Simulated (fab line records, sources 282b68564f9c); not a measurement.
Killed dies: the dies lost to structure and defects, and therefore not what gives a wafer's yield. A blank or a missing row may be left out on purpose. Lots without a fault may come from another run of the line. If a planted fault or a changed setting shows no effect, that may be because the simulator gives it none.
Split-lot trial	flow rit-cmos	on a route of 202 steps: 5 lots, 27 wafers read

ON THE SPLIT
At RIT_ACTIVE_CVD_03 (deposits Si3N4 from SiH2Cl2/NH3, target thk 150 nm, time 1500 s), the setting time-s was moved away from the recipe's 1500 s on 18 of the 27 wafers read, by -18.4% to +25.6%. All remaining wafers had this setting at the recipe value.

FROM THE SPLIT TO THE READING: what the file shows between them, 4 steps
- RIT_ACTIVE_THK_MEAS_04
- RIT_ACTIVE_HMDS_05: prime time 60 s
- RIT_ACTIVE_COAT_06: resist thk 1000 nm
- RIT_ACTIVE_HARDBAKE_12: time 60 s

THE READING
oes-product-au, in a.u., at RIT_ACTIVE_ETCH_13 (etches Si3N4 in SF6, stops on SiO2, time 210 s, target depth 210 nm). A value of 0.821 a.u. with a standard deviation of 0.01 a.u. is what fault-free wafers of this fab line usually give.

wafer	tool, chamber at the split	time-s as run, s	against the recipe	oes-product-au, a.u.	against lot-mates on the recipe
L075.1	-, -	1500	recipe	0.823	-
L075.2	-, -	1500	recipe	0.811	-
L075.3	-, -	1500	recipe	0.830	-
L075.4	-, -	1500	recipe	0.833	-
L075.5	-, -	1500	recipe	0.831	-
L075.6	-, -	1500	recipe	0.819	-
L076.1	-, -	1884	+25.6%	0.922	no lot-mate on the recipe
L076.2	-, -	1884	+25.6%	0.935	no lot-mate on the recipe
L076.3	-, -	1884	+25.6%	0.934	no lot-mate on the recipe
L076.4	-, -	1884	+25.6%	0.951	no lot-mate on the recipe
L076.5	-, -	1884	+25.6%	0.967	no lot-mate on the recipe
L076.6	-, -	1884	+25.6%	0.940	no lot-mate on the recipe
L079.1	lpcvd-02, 1	1500	recipe	0.818	-
L079.2	lpcvd-02, 1	1500	recipe	0.821	-
L079.5	lpcvd-02, 1	1500	recipe	0.805	-
L084.1	-, -	1224	-18.4%	0.732	no lot-mate on the recipe
L084.2	-, -	1224	-18.4%	0.758	no lot-mate on the recipe
L084.3	-, -	1224	-18.4%	0.734	no lot-mate on the recipe
L084.4	-, -	1224	-18.4%	0.760	no lot-mate on the recipe
L084.5	-, -	1224	-18.4%	0.738	no lot-mate on the recipe
L084.6	-, -	1224	-18.4%	0.729	no lot-mate on the recipe
L085.1	-, -	1243	-17.1%	0.742	no lot-mate on the recipe
L085.2	-, -	1243	-17.1%	0.742	no lot-mate on the recipe
L085.3	-, -	1243	-17.1%	0.742	no lot-mate on the recipe
L085.4	-, -	1243	-17.1%	0.749	no lot-mate on the recipe
L085.5	-, -	1243	-17.1%	0.757	no lot-mate on the recipe
L085.6	-, -	1243	-17.1%	0.737	no lot-mate on the recipe

FIT RESULTS
A straight line over all 27 wafers: oes-product-au changes by +0.00456 a.u. for each +1% of time-s; r = +0.99; the points scatter about the line by 0.011 a.u.
Too few moved wafers with a lot-mate on the recipe to fit a line net of each lot's own level.

THE WHOLE CHAIN: every reading that the file lists as answering this split, in the file's order
step	what it does	reading	change (the file's fit)	r (the file's)
RIT_ACTIVE_CVD_03	deposits Si3N4 from SiH2Cl2/NH3, target thk 150 nm, time 1500 s	Si3N4_of_ACTIVE_CVD_03.thk-nm (the simulator's own value, which no gauge read)	+1.54 nm for each +1% of the setting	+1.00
RIT_ACTIVE_THK_MEAS_04		ACTIVE_NITRIDE_THK	+1.54 for each +1% of the setting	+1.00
RIT_ACTIVE_ETCH_13	etches Si3N4 in SF6, stops on SiO2, time 210 s, target depth 210 nm	oes-product-au	+0.00456 a.u. for each +1% of the setting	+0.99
RIT_ACTIVE_ETCH_13	etches Si3N4 in SF6, stops on SiO2, time 210 s, target depth 210 nm	etch.depth-nm (the simulator's own value, which no gauge read)	+1.54 nm for each +1% of the setting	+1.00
RIT_ACTIVE_ETCH_13	etches Si3N4 in SF6, stops on SiO2, time 210 s, target depth 210 nm	ACTIVE.feature-depth-nm (the simulator's own value, which no gauge read)	+1.56 nm for each +1% of the setting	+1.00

FILE'S OWN FIT
oes-product-au changes by +0.00456 a.u. for each +1% of time-s, r = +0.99.
